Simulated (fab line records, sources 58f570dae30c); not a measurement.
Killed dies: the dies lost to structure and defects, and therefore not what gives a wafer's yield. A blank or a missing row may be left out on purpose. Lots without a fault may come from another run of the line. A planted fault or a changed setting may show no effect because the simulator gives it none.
What tool caused it? + flow berkeley cmos170 + 14 lots, 42 wafers sampled, at 4 steps of a route of 331

== WHAT THE GAUGES SHOWED, per wafer ==
UCB170_M2_CD_MEAS_15 targets a cd of 700 nm.
| lot  | measured     | on        | cd nm (nm)        |
|------|--------------|-----------|-------------------|
| L457 | day 7 19:41  | cd sem-02 | 700.6 701.7 700.9 |
| L459 | day 7 20:22  | cd sem-02 | 701.6 701.5 700.4 |
| L458 | day 7 23:21  | cd sem-01 | 698.9 699.1 699.7 |
| L460 | day 8 12:49  | cd sem-01 | 702.5 700.4 700.8 |
| L461 | day 8 19:45  | cd sem-02 | 702.1 702.8 702.7 |
| L462 | day 8 19:13  | cd sem-01 | 699.6 698.6 699.0 |
| L463 | day 8 22:14  | cd sem-01 | 700.3 700.5 700.8 |
| L464 | day 8 22:40  | cd sem-01 | 700.4 699.6 699.4 |
| L468 | day 10 14:22 | cd sem-02 | 701.3 700.1 700.5 |
| L470 | day 10 14:02 | cd sem-01 | 696.5 697.6 695.4 |
| L475 | day 10 22:22 | cd sem-01 | 698.1 700.0 698.5 |
| L473 | day 11 04:35 | cd sem-02 | 700.9 699.2 701.4 |
| L476 | day 11 18:05 | cd sem-02 | 700.6 701.6 702.3 |
| L477 | day 11 18:36 | cd sem-02 | 699.6 699.7 700.1 |

UCB170_V2_THK_MEAS_01.
| lot  | measured     | on            | V2_TEOS_THK (nm) |
|------|--------------|---------------|------------------|
| L457 | day 7 20:26  | film metro-03 | 1959 1945 1981   |
| L459 | day 7 21:07  | film metro-04 | 1962 1943 2005   |
| L458 | day 8 00:07  | film metro-01 | 1979 1961 2012   |
| L460 | day 8 13:34  | film metro-01 | 1995 2023 2024   |
| L461 | day 8 20:31  | film metro-01 | 2003 1936 1996   |
| L462 | day 8 19:58  | film metro-03 | 1970 2026 1988   |
| L463 | day 8 23:00  | film metro-03 | 1967 1962 1979   |
| L464 | day 8 23:25  | film metro-01 | 2007 2001 2033   |
| L468 | day 10 15:07 | film metro-03 | 1981 2053 2018   |
| L470 | day 10 14:47 | film metro-01 | 1955 1979 1950   |
| L475 | day 10 23:10 | film metro-03 | 1948 1942 1984   |
| L473 | day 11 05:21 | film metro-01 | 1960 1956 1979   |
| L476 | day 11 18:56 | film metro-04 | 1960 1993 1981   |
| L477 | day 11 19:20 | film metro-03 | 1996 2013 2019   |

== EACH LOT AND THE TOOL THAT RAN IT (in order: tool; ch and the chambers of the sampled wafers; start) ==
| lot  | UCB170_V1_CVD_00                | UCB170_M2_STRIP_07                   |
|------|---------------------------------|--------------------------------------|
| L457 | pecvd-03 ch 0,1,2, day 7 13:51  | plasma asher-03 ch 0,1, day 7 17:41  |
| L459 | pecvd-01 ch 0,2, day 7 13:51    | plasma asher-04 ch 0,1, day 7 18:37  |
| L458 | pecvd-01 ch 0,1,2, day 7 16:18  | plasma asher-04 ch 0,1, day 7 20:44  |
| L460 | pecvd-03 ch 1,2, day 8 08:24    | plasma asher-04 ch 0,1, day 8 11:34  |
| L461 | pecvd-02 ch 0,1, day 8 14:07    | plasma asher-03 ch 0,1, day 8 18:08  |
| L462 | pecvd-03 ch 0,1,2, day 8 14:07  | plasma asher-04 ch 0,1, day 8 18:06  |
| L463 | pecvd-01 ch 1,2, day 8 17:55    | plasma asher-01 ch 0,1, day 8 21:07  |
| L464 | pecvd-03 ch 1,2, day 8 17:55    | plasma asher-03 ch 0,1, day 8 21:20  |
| L468 | pecvd-02 ch 0,1,2, day 10 09:03 | plasma asher-01 ch 1, day 10 12:51   |
| L470 | pecvd-03 ch 0,1,2, day 10 09:03 | plasma asher-01 ch 0,1, day 10 12:23 |
| L475 | pecvd-02 ch 0,1,2, day 10 15:22 | plasma asher-01 ch 0,1, day 10 20:17 |
| L473 | pecvd-03 ch 1,2, day 10 23:07   | plasma asher-03 ch 0,1, day 11 03:18 |
| L476 | pecvd-02 ch 1,2, day 11 12:34   | plasma asher-03 ch 0, day 11 16:58   |
| L477 | pecvd-01 ch 0,1,2, day 11 12:38 | plasma asher-04 ch 0,1, day 11 17:15 |
- UCB170_V1_CVD_00: deposits SiO2 from TEOS/O2, target thk 2000 nm, time 244.9 s.
- UCB170_M2_STRIP_07: strips in O2.

== AS READ BY THE TOOLS THEMSELVES (means over the sampled wafers that have a number; for cases with no such wafer, the mark the record gives instead) ==
UCB170_V1_CVD_00.
| lot  | tool     | heater power w (W) |
|------|----------|--------------------|
| L457 | pecvd-03 | 269                |
| L459 | pecvd-01 | 205                |
| L458 | pecvd-01 | 220                |
| L460 | pecvd-03 | 165                |
| L461 | pecvd-02 | 219                |
| L462 | pecvd-03 | 222                |
| L463 | pecvd-01 | 251                |
| L464 | pecvd-03 | 200                |
| L468 | pecvd-02 | 257                |
| L470 | pecvd-03 | 221                |
| L475 | pecvd-02 | 235                |
| L473 | pecvd-03 | 196                |
| L476 | pecvd-02 | 249                |
| L477 | pecvd-01 | 210                |

UCB170_M2_STRIP_07.
| lot  | tool            | drypump motor current A (A) | o2 flow sccm (sccm) | oes product au (a.u.) | strip time to endpoint s (s) |
|------|-----------------|-----------------------------|---------------------|-----------------------|------------------------------|
| L457 | plasma asher-03 | 5.1                         | 401.0               | 0.735                 | 21.77                        |
| L459 | plasma asher-04 | 5.2                         | 399.6               | 0.737                 | 21.91                        |
| L458 | plasma asher-04 | 5.2                         | 399.7               | 0.733                 | 21.90                        |
| L460 | plasma asher-04 | 5.2                         | 600.2               | 0.759                 | 20.88                        |
| L461 | plasma asher-03 | 5.4                         | 399.7               | 0.737                 | 21.77                        |
| L462 | plasma asher-04 | 5.5                         | 600.7               | 0.759                 | 20.88                        |
| L463 | plasma asher-01 | 5.8                         | 399.8               | 0.736                 | 21.80                        |
| L464 | plasma asher-03 | 5.2                         | 400.7               | 0.738                 | 21.92                        |
| L468 | plasma asher-01 | 6.3                         | 399.6               | 0.738                 | 21.77                        |
| L470 | plasma asher-01 | 6.0                         | 400.0               | 0.735                 | 21.89                        |
| L475 | plasma asher-01 | 6.0                         | 399.7               | 0.734                 | 21.87                        |
| L473 | plasma asher-03 | 5.3                         | 399.2               | 0.734                 | 21.81                        |
| L476 | plasma asher-03 | 4.9                         | 400.0               | 0.731                 | 21.78                        |
| L477 | plasma asher-04 | 5.2                         | 398.7               | 0.735                 | 21.80                        |

== THE ANSWER, worked out from the rows above alone ==
Rule: the lots themselves supply what counts as usual. Put in order of their means at a reading, lots are off if they are a third of the lots or fewer, leave a main group of 4 or more, and stand apart from it by a gap of 3 or more times the standard deviation of the main group's means; of several such gaps the widest counts. Not used: any main group whose means are identical at the precision the tables above print for the reading. Also off: a lot with no number at a reading for which 4 or more lots have one. All remaining lots with rows at the step are treated as sound. The gauges are gone through in route order, then the tools' own readings, and for those a lot's mean is taken as printed above. At the first step where some lot is off, the reading lying furthest off is the one used; lots without a number count as furthest.
Off: L460, L462, at UCB170_M2_STRIP_07 (o2 flow sccm). For the main group the mean is 399.8 sccm and the standard deviation 0.58.
A tool fits if, at that step or a process step before it, it ran every lot that is off, and no sound lot after the first of them. No candidate that was tried fits.

== WHAT THE SIMULATOR HAD PUT IN ==
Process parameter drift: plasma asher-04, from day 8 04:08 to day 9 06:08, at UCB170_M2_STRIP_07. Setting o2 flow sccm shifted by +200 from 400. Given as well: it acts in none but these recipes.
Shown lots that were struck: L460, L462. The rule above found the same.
